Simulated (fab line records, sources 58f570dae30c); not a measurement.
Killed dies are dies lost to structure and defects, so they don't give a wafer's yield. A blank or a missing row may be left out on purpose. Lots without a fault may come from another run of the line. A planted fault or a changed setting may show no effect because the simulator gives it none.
Split-lot experiment | flow berkeley_cmos170 | 5 lots, 23 wafers read, on a route of 331 steps

THE SPLIT
At UCB170_M2_METAL_ETCH_18 (etches Al in Cl2/BCl3, stops on SiO2, target depth 1170 nm, time 195 s), the setting time_s was moved away from the recipe's 195 s on 9 of the 23 wafers read, by +4.0% to +11.1%. The other wafers ran this setting at the recipe's value.

The file shows no step between the split and the reading.

THE READING
oes_product_au, in a.u., at UCB170_M2_STRIP_19 (strips in O2). Fault-free wafers of this fab line usually give 0.546 a.u., standard deviation 0.014 a.u..

wafer  | tool, chamber at the split | time_s as run, s | against the recipe | oes_product_au, a.u. | against lot-mates on the recipe
L074.1 | rie_metal-01, 0,1,1        | 209.9            | +7.6%              | 0.501                | -0.034
L074.2 | rie_metal-01, 1,0          | 195              | recipe             | 0.528                | -
L074.3 | rie_metal-01, 1,0          | 195              | recipe             | 0.542                | -
L074.4 | rie_metal-01, 0,1,1        | 209.9            | +7.6%              | 0.476                | -0.059
L074.6 | rie_metal-01, 0,1,1        | 209.9            | +7.6%              | 0.475                | -0.060
L078.1 | rie_metal-02, 0            | 216.7            | +11.1%             | 0.484                | -0.058
L078.3 | rie_metal-02, 0,1,1        | 195              | recipe             | 0.557                | -
L078.4 | rie_metal-02, 0,1,1        | 195              | recipe             | 0.541                | -
L078.5 | rie_metal-02, 0            | 216.7            | +11.1%             | 0.493                | -0.049
L078.6 | rie_metal-02, 0,1,1        | 195              | recipe             | 0.529                | -
L080.1 | rie_metal-01, 1            | 202.8            | +4.0%              | 0.503                | -0.048
L080.2 | rie_metal-01, 0            | 195              | recipe             | 0.558                | -
L080.3 | rie_metal-01, 0            | 195              | recipe             | 0.547                | -
L080.4 | rie_metal-01, 1            | 202.8            | +4.0%              | 0.511                | -0.040
L080.6 | rie_metal-01, 0            | 195              | recipe             | 0.549                | -
L082.1 | rie_metal-04, 1,0,1        | 195              | recipe             | 0.542                | -
L082.2 | rie_metal-04, 1,0,1        | 195              | recipe             | 0.533                | -
L082.4 | rie_metal-04, 1,0,1        | 195              | recipe             | 0.545                | -
L085.1 | rie_metal-01, 1            | 205.8            | +5.5%              | 0.505                | -0.045
L085.2 | rie_metal-01, 0,1,0        | 195              | recipe             | 0.564                | -
L085.4 | rie_metal-01, 0,1,0        | 195              | recipe             | 0.531                | -
L085.5 | rie_metal-01, 0,1,0        | 195              | recipe             | 0.554                | -
L085.6 | rie_metal-01, 1            | 205.8            | +5.5%              | 0.502                | -0.048
Where a row lists several chambers, the file gives one row for several wafers and doesn't say which wafer went through which chamber.

THE FIT
A straight line over all 23 wafers: oes_product_au changes by -0.0063 a.u. for each +1% of time_s; r = -0.89; the points scatter about the line by 0.013 a.u..
The same after taking each lot's own level away (the mean of its wafers on the recipe; 23 wafers): -0.00594 a.u. for each +1%; r = -0.89; scatter 0.012 a.u..
On that fit, the largest move of time_s shifts the reading by 0.066 a.u..
The lots' own levels span 0.5350 to 0.5513 a.u., that is 1.2 times the standard deviation above.
So the lot-to-lot level changes the slope little: the two slopes agree.
Check: with one of the wafers moved furthest among these (+11.1%) left out of the fit, the line predicts -0.0722 a.u. for it against its lot-mates. It came out at -0.0583 a.u. against them.

THE FILE'S OWN FIT
oes_product_au changes by -0.00617 a.u. for each +1% of time_s, r = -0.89.
